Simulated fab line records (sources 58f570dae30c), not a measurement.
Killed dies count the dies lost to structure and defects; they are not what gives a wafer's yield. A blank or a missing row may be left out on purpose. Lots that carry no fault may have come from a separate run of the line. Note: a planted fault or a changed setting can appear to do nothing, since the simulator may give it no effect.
Code-filled problem report in 8D (eight disciplines) form :: flow berkeleyCmos170 :: the parts of the form that need people (team, actions taken, sign-off) are left out

== 1. THE ISSUE ==
Mean of cdNm at UCB170_V1_CD_MEAS_12: 712.6 nm across 6 wafers in 2 lots; on wafers with no fault it is 699.7 nm (standard deviation 1.4). Measured from the usual mean, that is +9.2 standard deviations.
The step: target cd 700 nm.
The first sign was on wafer L982.1 at day 9 22:06, on cdSem-01. At this step, 42 wafers from 14 lots have a number in the record. The rule behind "out" and "out of limits": a value lying over 4 standard deviations away from the usual mean. The rest of the wafers with a number are treated as sound.

== 2. WHAT IT IS, WHAT IT ISN'T ==
question: which readings at this step
is: cdNm
is not: -

question: which lots
is: L982, L984
is not: L975, L976, L977, L978, L980, L988, L993, L994, L995, L996, L997, L998

question: which wafers of those lots
is: all that have a number
is not: -

question: read on which gauges
is: cdSem-01, cdSem-02
is not: -

question: when
is: from day 9 22:06
is not: up to then (12 sound wafers); but 24 sound wafers of L980, L988, L993, L994, L995, L996, L997, L998 came after

== 3. WHAT RULES OUT EACH SUSPECT ==
Counting: a tool stays on the suspect list if, at a process step up to the reading, it processed all lots that are out and no sound lot following the first of them.
- the gauge at UCB170_V1_CD_MEAS_12 has been ruled out. Those wafers that are out were read across 2 gauges (cdSem-01, cdSem-02).
- lithoTrack-04 at UCB170_V1_PEB_10: ruled out as a lasting fault. After its first lot that is out, L982 (day 9 21:50), sound lots L997, L994, L996 ran on it.
Left after counting: nothing in the record.

== 4. THE CAUSE (what the simulator had put in) ==
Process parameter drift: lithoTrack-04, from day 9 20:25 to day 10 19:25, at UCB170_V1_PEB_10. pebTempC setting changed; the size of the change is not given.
It was ruled out by counting, in error; the rule expects a fault to strike all lots run on its tool from its start on, and this fault did not.

== 5. SEQUENCE OF EFFECTS, ordered by route ==
Rows list readings where the struck wafers' mean (over those with a number) sits beyond 3 standard deviations from the usual. Only readings whose record carries a usual standard deviation are examined. hours: median over the lots of the time between each lot's start at the first step of this table that gives one and its start at this step. sigmas: the change, counted in usual standard deviations.
hours: 0
step: UCB170_V1_PEB_10
reading: heaterPowerTotalW
usual: 56.80 W
on struck wafers: 58.05
change: +1.25
sigmas: +27

hours: 0
step: UCB170_V1_PEB_10
reading: plateTempC
usual: 130.01 C
on struck wafers: 132.23
change: +2.22
sigmas: +16

hours: 0
step: UCB170_V1_CD_MEAS_12
reading: cdNm
usual: 699.7 nm
on struck wafers: 712.6
change: +12.9
sigmas: +9.2
Here are the process steps it includes:
- UCB170_V1_PEB_10

== 6. HOW IT WOULD HAVE BEEN CAUGHT EARLIER ==
Counted from the fault's start at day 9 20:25, it took 2 hours until the first out-of-limits reading at a measuring or inspecting step in this record, taken at day 9 22:06.
Tool's own readings at UCB170_V1_PEB_10, heaterPowerTotalW, plateTempC: out on all struck wafers the step has rows for; an alarm limit on them would have tripped on the first.
